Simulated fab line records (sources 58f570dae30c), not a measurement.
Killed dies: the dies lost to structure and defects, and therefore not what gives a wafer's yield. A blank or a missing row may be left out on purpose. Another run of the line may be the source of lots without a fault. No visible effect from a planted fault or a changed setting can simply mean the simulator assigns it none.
Which tool was responsible? | flow berkeley cmos170 | 14 lots with 42 wafers sampled at 5 steps, on a route of 331 steps

== WHAT EACH GAUGE READ, for each wafer ==
UCB170_START_THK_MEAS_03.
lot  | measured    | on            | START_OXIDE_THK (nm)
L872 | day 1 20:40 | film metro-02 | 20.9 20.8 20.4
L873 | day 2 00:41 | film metro-01 | 19.8 19.6 19.9
L874 | day 2 05:53 | film metro-04 | 20.4 20.5 20.4
L875 | day 2 12:04 | film metro-04 | 20.1 20.1 20.2
L877 | day 2 22:01 | film metro-02 | 19.8 20.2 20.2
L878 | day 3 04:41 | film metro-01 | 20.6 20.5 20.4
L879 | day 3 04:41 | film metro-04 | 20.5 20.5 21.0
L880 | day 3 12:15 | film metro-02 | 19.3 19.1 19.5
L883 | day 4 02:04 | film metro-04 | 20.3 20.7 20.2
L888 | day 5 06:48 | film metro-04 | 20.5 20.1 19.8
L890 | day 5 15:08 | film metro-01 | 20.2 20.4 20.5
L892 | day 6 00:39 | film metro-02 | 19.9 20.1 20.0
L893 | day 6 06:40 | film metro-01 | 21.2 21.1 21.1
L894 | day 6 12:09 | film metro-04 | 20.0 20.0 19.8

UCB170_SPACER_THK_MEAS_01.
lot  | measured     | on            | SPACER_TEOS_THK (nm)
L872 | day 8 01:52  | film metro-01 | 378 384 382
L873 | day 8 02:05  | film metro-01 | 376 379 387
L874 | day 8 02:29  | film metro-01 | 381 387 383
L875 | day 8 10:29  | film metro-01 | 376 378 385
L877 | day 9 11:04  | film metro-04 | 373 376 378
L878 | day 9 11:49  | film metro-01 | 375 381 380
L879 | day 9 11:34  | film metro-04 | 378 378 375
L880 | day 9 22:40  | film metro-03 | 370 368 377
L883 | day 10 09:23 | film metro-03 | 381 372 374
L888 | day 12 00:44 | film metro-03 | 414 410 416
L890 | day 12 11:38 | film metro-03 | 415 415 420
L892 | day 12 11:29 | film metro-03 | 371 375 382
L893 | day 12 18:29 | film metro-01 | 375 378 383
L894 | day 13 03:56 | film metro-01 | 378 372 384

UCB170_M1_THK_MEAS_02: measures by xrf.
lot  | measured     | on            | M1_AL_THK (nm)
L872 | day 8 23:49  | film metro-02 | 590 597 605
L873 | day 9 00:15  | film metro-04 | 617 613 616
L874 | day 9 02:07  | film metro-02 | 609 604 612
L875 | day 9 01:52  | film metro-01 | 602 602 607
L877 | day 10 05:14 | film metro-01 | 615 614 613
L878 | day 10 08:26 | film metro-04 | 604 590 599
L879 | day 10 05:34 | film metro-04 | 584 597 593
L880 | day 10 17:09 | film metro-02 | 597 607 599
L883 | day 11 04:16 | film metro-04 | 612 617 602
L888 | day 12 19:13 | film metro-01 | 607 608 607
L890 | day 13 06:44 | film metro-04 | 610 598 597
L892 | day 13 06:28 | film metro-02 | 611 608 609
L893 | day 13 13:43 | film metro-04 | 595 609 593
L894 | day 14 01:27 | film metro-04 | 608 601 616

== WHAT TOOL EACH LOT RAN ON (gives the tool, then ch and the chambers of the sampled wafers, and finally the start) ==
lot  | UCB170_SPACER_CVD_00            | UCB170_SPACER_ETCHBACK_03
L872 | pecvd-03 ch 1,2, day 8 01:49    | rie diel-03 ch 0,3, day 8 14:14
L873 | pecvd-04 ch 0,1,2, day 8 02:02  | rie diel-02 ch 0,3, day 8 14:14
L874 | pecvd-02 ch 1,2, day 8 02:27    | rie diel-01 ch 0,2, day 8 14:14
L875 | pecvd-02 ch 1,2, day 8 10:26    | rie diel-03 ch 0,3, day 8 14:19
L877 | pecvd-04 ch 0,2, day 9 11:01    | rie diel-02 ch 0,2,3, day 9 17:22
L878 | pecvd-04 ch 0,1,2, day 9 11:46  | rie diel-02 ch 0,1,3, day 9 17:26
L879 | pecvd-02 ch 0,1,2, day 9 11:31  | rie diel-03 ch 0,2,3, day 9 17:22
L880 | pecvd-03 ch 0,2, day 9 22:38    | rie diel-02 ch 0,1,2, day 10 05:45
L883 | pecvd-02 ch 0,1,2, day 10 09:20 | rie diel-01 ch 0,1,2, day 10 18:21
L888 | pecvd-04 ch 1,2, day 12 00:41   | rie diel-02 ch 1,2,3, day 12 06:32
L890 | pecvd-04 ch 0,2, day 12 11:34   | rie diel-02 ch 1,2,3, day 12 18:18
L892 | pecvd-03 ch 0,1, day 12 11:26   | rie diel-03 ch 0,1, day 12 18:14
L893 | pecvd-03 ch 1, day 12 18:25     | rie diel-02 ch 0,2,3, day 13 01:30
L894 | pecvd-03 ch 0,1, day 13 03:53   | rie diel-02 ch 0,1,2, day 13 08:35
- UCB170_SPACER_CVD_00: deposits SiO2 from TEOS/O2, target thk 376 nm, time 47 s.
- UCB170_SPACER_ETCHBACK_03: etches SiO2 in CHF3/CF4/Ar, stops on Si, target depth 376 nm, time 100 s.

== WHAT THE TOOLS THEMSELVES READ (means of the sampled wafers that have a number; where no wafer has one, the mark that the record gives instead) ==
UCB170_SPACER_CVD_00.
lot  | tool     | heater power w (W) | rf fwd power W (W)
L872 | pecvd-03 | 277                | 544.3
L873 | pecvd-04 | 265                | 542.6
L874 | pecvd-02 | 241                | 546.4
L875 | pecvd-02 | 189                | 544.7
L877 | pecvd-04 | 238                | 545.3
L878 | pecvd-04 | 284                | 544.0
L879 | pecvd-02 | 237                | 545.7
L880 | pecvd-03 | 207                | 541.4
L883 | pecvd-02 | 267                | 546.3
L888 | pecvd-04 | 164                | 765.1
L890 | pecvd-04 | 184                | 764.1
L892 | pecvd-03 | 218                | 544.7
L893 | pecvd-03 | 303                | 544.8
L894 | pecvd-03 | 262                | 541.7

UCB170_SPACER_ETCHBACK_03.
lot  | tool        | drypump motor current A (A) | oes product au (a.u.) | rf fwd power W (W) | throttle valve pct (%)
L872 | rie diel-03 | 5.8                         | 0.902                 | 497.4              | 6.47
L873 | rie diel-02 | 5.5                         | 0.916                 | 496.3              | 6.41
L874 | rie diel-01 | 6.2                         | 0.919                 | 496.6              | 6.58
L875 | rie diel-03 | 5.9                         | 0.911                 | 497.9              | 6.43
L877 | rie diel-02 | 5.7                         | 0.909                 | 496.5              | 6.44
L878 | rie diel-02 | 5.6                         | 0.907                 | 498.2              | 6.45
L879 | rie diel-03 | 6.0                         | 0.895                 | 496.9              | 6.48
L880 | rie diel-02 | 5.7                         | 0.878                 | 498.1              | 6.43
L883 | rie diel-01 | 5.8                         | 0.894                 | 496.7              | 6.56
L888 | rie diel-02 | 5.9                         | 0.955                 | 497.1              | 6.50
L890 | rie diel-02 | 5.9                         | 0.953                 | 497.8              | 6.50
L892 | rie diel-03 | 5.5                         | 0.897                 | 496.4              | 6.47
L893 | rie diel-02 | 5.7                         | 0.909                 | 496.7              | 6.45
L894 | rie diel-02 | 5.7                         | 0.891                 | 498.1              | 6.43

== THE ANSWER, worked out from the rows above alone ==
Rule: what is usual is taken from the lots themselves. The widest of any qualifying gaps counts: lots, ordered by their means at a reading, are off when they make up no more than a third of the lots, leave a main group of 4 or more, and stand apart from it by 3 or more times the standard deviation of that group's means. If all means in a main group match to the digits the tables above print for the reading, that group is not used. A lot without any number at a reading at which 4 lots or more have one is off too. Where the step has rows for the other lots, those lots are counted as sound. First the gauges in route order, then the tools' own readings, where a lot's mean is used as printed above. The first step at which some lot is off is used, and at that step the reading that is off furthest; a lot without a number counts as furthest.
Off: L888, L890, at UCB170_SPACER_THK_MEAS_01 (SPACER_TEOS_THK). For the main group the mean is 378 nm and the standard deviation 3.
A tool fits if, at a process step before that reading, it ran every lot that is off, and no sound lot after the first of them. The gauges at UCB170_SPACER_THK_MEAS_01 aren't tried: what is off there is off at UCB170_SPACER_CVD_00 too, on other tools, and a gauge's error can't cause that. One fits: UCB170_SPACER_CVD_00 on pecvd-04. Its last sound lot is L878 (day 9 11:46), its first lot that is off L888 (day 12 00:41): a fault that began between those two fits.
On the lots that are off, the tool's own readings at UCB170_SPACER_CVD_00 differ by more than 5 times the standard deviation of the sound lots' means, which bears it out; rf fwd power W reads 764.6 W there versus 544.3 W on the sound lots.

== WHAT THE SIMULATOR HAD INSERTED ==
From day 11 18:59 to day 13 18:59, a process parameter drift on pecvd-04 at UCB170_SPACER_CVD_00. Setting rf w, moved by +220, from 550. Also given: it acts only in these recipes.
Lots struck among those shown: L888, L890. The rule given above showed the same thing.
